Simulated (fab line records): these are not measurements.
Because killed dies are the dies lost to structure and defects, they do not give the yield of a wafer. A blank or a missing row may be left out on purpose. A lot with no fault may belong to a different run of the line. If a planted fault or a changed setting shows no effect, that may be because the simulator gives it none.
2 desks looking at one fault + flow rit cmos + each desk holds nothing but its own numbers, with what lay behind them at the end

## DESK OF THE TOOL OWNER: litho track-02
At RIT_PLDD_SOFTBAKE_02 (time 60 s), the tool's own readings, given per lot that ran on this tool as the mean of the sampled wafers with a number. Any lot whose mean is over 4 standard deviations away from the usual mean is out of limits and marked OUT; that distance is given in the brackets.
Columns: A = heater power total W at RIT_PLDD_SOFTBAKE_02, usual 34.56 W; B = plate temp C at RIT_PLDD_SOFTBAKE_02, usual 90.00 C
| lot  | first seen here | A               | B               |
|------|-----------------|-----------------|-----------------|
| L455 | day 3 10:25     | 34.57           | 90.01           |
| L459 | day 4 08:31     | 33.45 (-21) OUT | 87.95 (-16) OUT |
| L464 | day 5 13:28     | 33.41 (-22) OUT | 87.76 (-17) OUT |
This desk's finding: out of limits on L459, L464; first on L459, day 4 08:31 (heater power total W at RIT_PLDD_SOFTBAKE_02). Within limits: L455.

## AT THE METROLOGY DESK
Lot by lot, what the gauges showed, no matter which tool ran the lot: averages of those sampled wafers that carry a number. Any lot whose mean is over 4 standard deviations away from the usual mean is out of limits and marked OUT; that distance is given in the brackets.
Columns: A = NLDD_OVL at RIT_NLDD_OVL_MEAS_06, usual -0.1 nm; B = NLDD_TW at RIT_NLDD_TW_MEAS_10, usual 2533; C = PLDD_OVL at RIT_PLDD_OVL_MEAS_06, usual -0.2 nm
| lot  | first seen here | A    | B    | C    |
|------|-----------------|------|------|------|
| L455 | day 3 09:31     | -0.4 | 2518 | -1.1 |
| L459 | day 4 07:37     | -1.1 | 2524 | -1.2 |
| L464 | day 5 12:36     | 3.0  | 2530 | 0.1  |
| L467 | day 6 03:35     | -0.3 | 2549 | 0.9  |
| L468 | day 6 07:48     | 0.3  | 2555 | -0.6 |
| L474 | day 7 12:59     | 1.3  | 2539 | 0.1  |
This desk's verdict: no lot among the 6 shows anything out of limits.

## ALL TOGETHER
At day 4 08:31, on L459, L464, the tool owner's desk was in a position to raise an alarm.
Nothing out of limits was seen by the metrology desk.
The metrology desk has L459, L464 on record, within its limits.
All the named lots went through RIT_PLDD_SOFTBAKE_02 on litho track-02.

## WHAT THE SIMULATOR HAD PUT IN
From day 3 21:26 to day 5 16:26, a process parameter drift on litho track-02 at RIT_PLDD_SOFTBAKE_02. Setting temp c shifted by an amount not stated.
Struck lots among those shown: L459, L464.
Delay in hours, fault start to first out-of-limits reading, by desk: the tool owner's desk at 11.
